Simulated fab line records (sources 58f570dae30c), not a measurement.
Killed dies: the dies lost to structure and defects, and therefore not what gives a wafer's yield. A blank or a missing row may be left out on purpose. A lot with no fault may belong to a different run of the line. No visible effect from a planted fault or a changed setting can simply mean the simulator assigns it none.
The tool behind it: which one? | flow berkeley cmos170 | 45 wafers from 15 lots sampled at 4 of the route's 331 steps

== WHAT THE GAUGES SHOWED, per wafer ==
UCB170_FIELD_THK_MEAS_02. Usual: FIELD_OXIDE_THK gives 557 nm (standard deviation 8.8).
lot  | measured     | on            | FIELD_OXIDE_THK (nm) | flag
L543 | day 5 15:55  | film metro-01 | 550 561 549          |
L545 | day 6 03:34  | film metro-02 | 558 549 551          |
L546 | day 6 11:29  | film metro-02 | 545 548 543          |
L547 | day 6 11:32  | film metro-02 | 531 542 549          |
L549 | day 6 21:20  | film metro-03 | 551 552 549          |
L551 | day 7 08:56  | film metro-03 | 555 551 557          |
L552 | day 7 08:56  | film metro-01 | 564 562 568          |
L553 | day 7 23:29  | film metro-01 | 680 674 680          | OFF
L554 | day 7 23:28  | film metro-02 | 670 671 669          | OFF
L555 | day 8 08:28  | film metro-01 | 673 679 674          | OFF
L560 | day 9 04:16  | film metro-02 | 558 565 558          |
L562 | day 9 13:24  | film metro-02 | 559 550 558          |
L563 | day 9 13:25  | film metro-01 | 557 556 559          |
L564 | day 10 06:16 | film metro-02 | 566 567 571          |
L565 | day 10 06:15 | film metro-01 | 559 566 566          |

UCB170_FIELD_THK_MEAS_90. Usual: FIELD_OXIDE_LEFT_1_THK gives 440 nm (standard deviation 9.1).
lot  | measured     | on            | FIELD_OXIDE_LEFT_1_THK (nm) | flag
L543 | day 5 20:53  | film metro-02 | 434 445 433                 |
L545 | day 6 10:47  | film metro-02 | 443 433 436                 |
L546 | day 6 20:38  | film metro-01 | 427 431 427                 |
L547 | day 6 20:37  | film metro-03 | 415 426 433                 |
L549 | day 7 08:07  | film metro-01 | 434 435 431                 |
L551 | day 7 19:11  | film metro-03 | 438 434 440                 |
L552 | day 7 19:11  | film metro-02 | 447 446 452                 |
L553 | day 8 09:18  | film metro-01 | 563 559 564                 | OFF
L554 | day 8 09:17  | film metro-02 | 555 555 554                 | OFF
L555 | day 8 16:23  | film metro-01 | 556 562 559                 | OFF
L560 | day 9 13:16  | film metro-02 | 442 448 441                 |
L562 | day 9 22:42  | film metro-03 | 443 433 443                 |
L563 | day 9 22:43  | film metro-01 | 440 439 443                 |
L564 | day 10 17:23 | film metro-03 | 450 451 454                 |
L565 | day 10 17:22 | film metro-02 | 443 450 450                 |

UCB170_FIELD_THK_MEAS_91. Usual: FIELD_OXIDE_LEFT_2_THK gives 354 nm (standard deviation 9).
lot  | measured     | on            | FIELD_OXIDE_LEFT_2_THK (nm) | flag
L543 | day 6 15:59  | film metro-01 | 347 357 345                 |
L545 | day 7 10:12  | film metro-03 | 356 347 349                 |
L546 | day 8 00:34  | film metro-03 | 341 345 340                 |
L547 | day 7 23:59  | film metro-01 | 328 339 346                 |
L549 | day 8 05:41  | film metro-03 | 348 350 345                 |
L551 | day 8 14:34  | film metro-02 | 351 348 354                 |
L552 | day 8 14:38  | film metro-03 | 362 360 366                 |
L553 | day 9 12:08  | film metro-03 | 477 472 477                 | OFF
L554 | day 9 11:28  | film metro-02 | 470 470 468                 | OFF
L555 | day 9 15:19  | film metro-02 | 470 475 472                 | OFF
L560 | day 10 12:31 | film metro-01 | 354 361 354                 |
L562 | day 10 19:38 | film metro-01 | 356 346 356                 |
L563 | day 10 19:39 | film metro-02 | 355 353 356                 |
L564 | day 11 18:05 | film metro-01 | 362 363 367                 |
L565 | day 11 18:00 | film metro-03 | 356 362 363                 |

== WHAT TOOL EACH LOT RAN ON (gives the tool, then ch and the chambers of the sampled wafers, and finally the start) ==
lot  | UCB170_FIELD_OXIDATION_01
L543 | furnace-01 ch 0, day 5 12:55
L545 | furnace-02 ch 0, day 6 00:31
L546 | furnace-04 ch 0, day 6 08:28
L547 | furnace-04 ch 0, day 6 08:28
L549 | furnace-04 ch 0, day 6 18:19
L551 | furnace-01 ch 0, day 7 05:55
L552 | furnace-01 ch 0, day 7 05:55
L553 | furnace-04 ch 0, day 7 20:28
L554 | furnace-04 ch 0, day 7 20:28
L555 | furnace-04 ch 0, day 8 05:28
L560 | furnace-01 ch 0, day 9 01:12
L562 | furnace-02 ch 0, day 9 10:24
L563 | furnace-02 ch 0, day 9 10:24
L564 | furnace-02 ch 0, day 10 03:15
L565 | furnace-02 ch 0, day 10 03:15
- UCB170_FIELD_OXIDATION_01: target thk 558.3 nm, ox time 7200 s.

== AS READ BY THE TOOLS THEMSELVES (means over the sampled wafers that have a number; for cases with no such wafer, the mark the record gives instead) ==
UCB170_FIELD_OXIDATION_01. Usual: spike tc load C reads 1028.6 C (standard deviation 1.9).
lot  | tool       | spike tc load C (C) | flag
L543 | furnace-01 | 1030.0              |
L545 | furnace-02 | 1026.2              |
L546 | furnace-04 | 1028.8              |
L547 | furnace-04 | 1030.2              |
L549 | furnace-04 | 1028.6              |
L551 | furnace-01 | 1030.1              |
L552 | furnace-01 | 1030.2              |
L553 | furnace-04 | 1029.2              |
L554 | furnace-04 | 1029.0              |
L555 | furnace-04 | 1028.6              |
L560 | furnace-01 | 1030.7              |
L562 | furnace-02 | 1025.9              |
L563 | furnace-02 | 1026.3              |
L564 | furnace-02 | 1025.5              |
L565 | furnace-02 | 1026.9              |

== THE ANSWER, worked out from the rows above alone ==
Rule: a lot is off if the mean of its wafers that have a number lies more than 3 standard deviations from the usual mean. A lot without any number at a reading at which 4 lots or more have one is off too. The other lots that the step has rows for count as sound. After the gauges, taken in route order, come the tools' own readings; for these a lot's mean is taken, as printed above. The first step at which some lot is off is used, and at that step the reading that is off furthest; a lot without a number counts as furthest.
Off: L553, L554, L555, seen at UCB170_FIELD_THK_MEAS_02 (FIELD_OXIDE_THK).
If a tool, at a process step before that reading, ran all the lots that are off and no sound lot after the first of them, it fits. Those tools and the gauges at UCB170_FIELD_THK_MEAS_02 are tried in the same way. One fits: UCB170_FIELD_OXIDATION_01 on furnace-04. A fault onset in the window from L549 (day 6 18:19, its last sound lot) to L553 (day 7 20:28, its first lot off) fits.

== WHAT THE SIMULATOR HAD INSERTED ==
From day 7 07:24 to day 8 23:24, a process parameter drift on furnace-04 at UCB170_FIELD_OXIDATION_01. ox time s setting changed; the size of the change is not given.
Lots struck among those shown: L554, L553, L555. The rule above found the same.
